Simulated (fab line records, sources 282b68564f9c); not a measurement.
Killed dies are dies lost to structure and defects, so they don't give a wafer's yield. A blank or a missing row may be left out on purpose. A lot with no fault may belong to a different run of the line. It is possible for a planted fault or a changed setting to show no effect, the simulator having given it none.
Struck lot and sound lot, side by side :: flow rit-cmos :: 27 out of 202 route steps
Sound: these wafers, L325.1, L325.2, L325.4. Wafers L336.1, L336.5, L336.6 were the ones struck. The cause is given at the end.
At each step with rows: each side's tool, then ch and its chambers, then its first start. Under that, the readings that differ: sound wafers :: struck wafers :: difference of the means :: sigmas: that difference in standard deviations of wafers without a fault.
alike: readings whose means differ by less than 2 such deviations, and words and numbers that are the same on both sides. not compared: withheld readings, readings that some wafer has no value for, bounds like >300 that may hide the same value, and numbers for which the record gives no deviation and whose values overlap.
The two part at a step that has a row with sigmas, a row that says differs or no value, or rows on one side only. Non-overlapping numbers with no deviation appear without sigmas and do not part them. Lack of a reading on every wafer of one side parts them only where that side has two or more wafers.

first, 4 steps without rows for these wafers: RIT_CONTACT_SOFTBAKE_04 (time 60 s); RIT_CONTACT_EXPOSE_05 (exposes mask M11, target cd 1000 nm); RIT_CONTACT_PEB_06; RIT_CONTACT_DEVELOP_07 (develop time 120 s).
RIT_CONTACT_CD_MEAS_08: the cd target is 1000 nm.
  sound on cd-sem-02, day 3 15:10; struck on cd-sem-02, day 6 09:50
  alike: cd-nm
RIT_CONTACT_OVL_MEAS_09:
  sound on overlay-01, day 3 15:17; struck on overlay-02, day 6 09:58
  alike: CONTACT_OVL
then, 1 step without rows for these wafers: RIT_CONTACT_HARDBAKE_10 (time 60 s).
RIT_CONTACT_ETCH_11: etches SiO2 in CHF3/CF4/Ar, stops on TiSi2, target depth 480 nm, time 320 s.
  sound on rie-diel-01 ch 0,1,3, day 3 15:29; struck on rie-diel-03 ch 0,1, day 6 10:09
reading: throttle-valve-pct (%)
sound: 8.96 9.00 9.07
struck: 8.53 8.75 8.55
difference: -0.40
sigmas: -2
  alike: drypump-motor-current-A, oes-product-au
  not compared: rf-hours-counter-h
RIT_CONTACT_STRIP_12: strips in O2, time 175.2 s.
  sound on plasma-asher-03 ch 0,1, day 3 15:40; struck on plasma-asher-03 ch 0,1, day 6 10:20
  alike: drypump-motor-current-A
  not compared: rf-hours-counter-h
RIT_CONTACT_CD_MEAS_90: the cd target is 1000 nm.
  sound on cd-sem-02, day 3 15:51; struck on cd-sem-02, day 6 10:31
  alike: cd-nm
then, 2 steps without rows for these wafers: RIT_CONTACT_CLEAN_13 (cleans in SC1, time 600 s); RIT_CONTACT_CLEAN_14 (cleans in SC2, time 600 s).
RIT_M1_SPUTTER_00: material Al, target thk 400 nm, time 500 s.
  sound on pvd-sputter-04, day 3 16:20; struck on pvd-sputter-01, day 6 10:59
reading: model.Al_of_M1_SPUTTER_00.thk-nm (nm)
sound: 397.4 399.3 401.5
struck: 364.9 370 372.6
difference: -30.2
sigmas: 
  alike: throttle-valve-pct
RIT_M1_RS_MEAS_01: uses a four-point probe to measure.
  sound on film-metro-02, day 3 16:38; struck on film-metro-04, day 6 11:17
reading: M1_AL_RS (ohm/sq)
sound: 0.0739 0.0738 0.0732
struck: 0.0805 0.0796 0.0790
difference: +0.0061
sigmas: +7
RIT_M1_THK_MEAS_02: measures by xrf.
  sound on film-metro-02, day 3 16:45; struck on film-metro-04, day 6 11:24
reading: M1_AL_THK (nm)
sound: 391 391 392
struck: 355 360 363
difference: -32
sigmas: -7
then, 6 steps without rows for these wafers: RIT_M1_HMDS_03 (prime time 60 s); RIT_M1_COAT_04 (resist thk 1300 nm); RIT_M1_SOFTBAKE_05 (time 60 s); RIT_M1_EXPOSE_06 (exposes mask M12, target cd 2600 nm); RIT_M1_PEB_07; RIT_M1_DEVELOP_08 (develop time 68 s).
RIT_M1_CD_MEAS_09: the cd target is 2600 nm.
  sound on cd-sem-02, day 3 17:41; struck on cd-sem-01, day 6 12:32
  alike: cd-nm
RIT_M1_OVL_MEAS_10:
  sound on overlay-02, day 3 17:49; struck on overlay-02, day 6 12:39
  alike: M1_OVL
then, 1 step without rows for these wafers: RIT_M1_HARDBAKE_11 (time 120 s).
RIT_M1_METAL_ETCH_12: etches Al in Cl2/BCl3, stops on SiO2, time 165 s, target depth 600 nm.
  sound on rie-metal-01 ch 0,1, day 3 18:06; struck on rie-metal-04 ch 0,1, day 6 12:56
  alike: drypump-motor-current-A, oes-product-au, throttle-valve-pct
  not compared: rf-hours-counter-h
then, 1 step without rows for these wafers: RIT_M1_STRIP_13 (strips in nmp, time 600 s).
RIT_M1_PROBE_99:
  sound on prober-02, day 3 20:21; struck on prober-01, day 6 15:11
reading: model.etest.m1.rs-ohm-sq
sound: 0.07316 0.07293 0.07217
struck: 0.07934 0.0782 0.07749
difference: +0.00559
sigmas: 
  alike: defect-limited-yield, killed-at-contacts, killed-at-front-end, killed-dies, killed-open, killed-short, sort_bin_3_pad_short, sort_bin_5_function, sort_bin_6_memory, sort-n-pass, sort-yield-pct

WHERE THEY PART
First at RIT_CONTACT_ETCH_11; last, within this record, at RIT_M1_THK_MEAS_02. Later steps at which nothing parts them and some readings are alike: RIT_M1_CD_MEAS_09, RIT_M1_OVL_MEAS_10, RIT_M1_METAL_ETCH_12, RIT_M1_PROBE_99.

WHY: the cause the simulator had injected
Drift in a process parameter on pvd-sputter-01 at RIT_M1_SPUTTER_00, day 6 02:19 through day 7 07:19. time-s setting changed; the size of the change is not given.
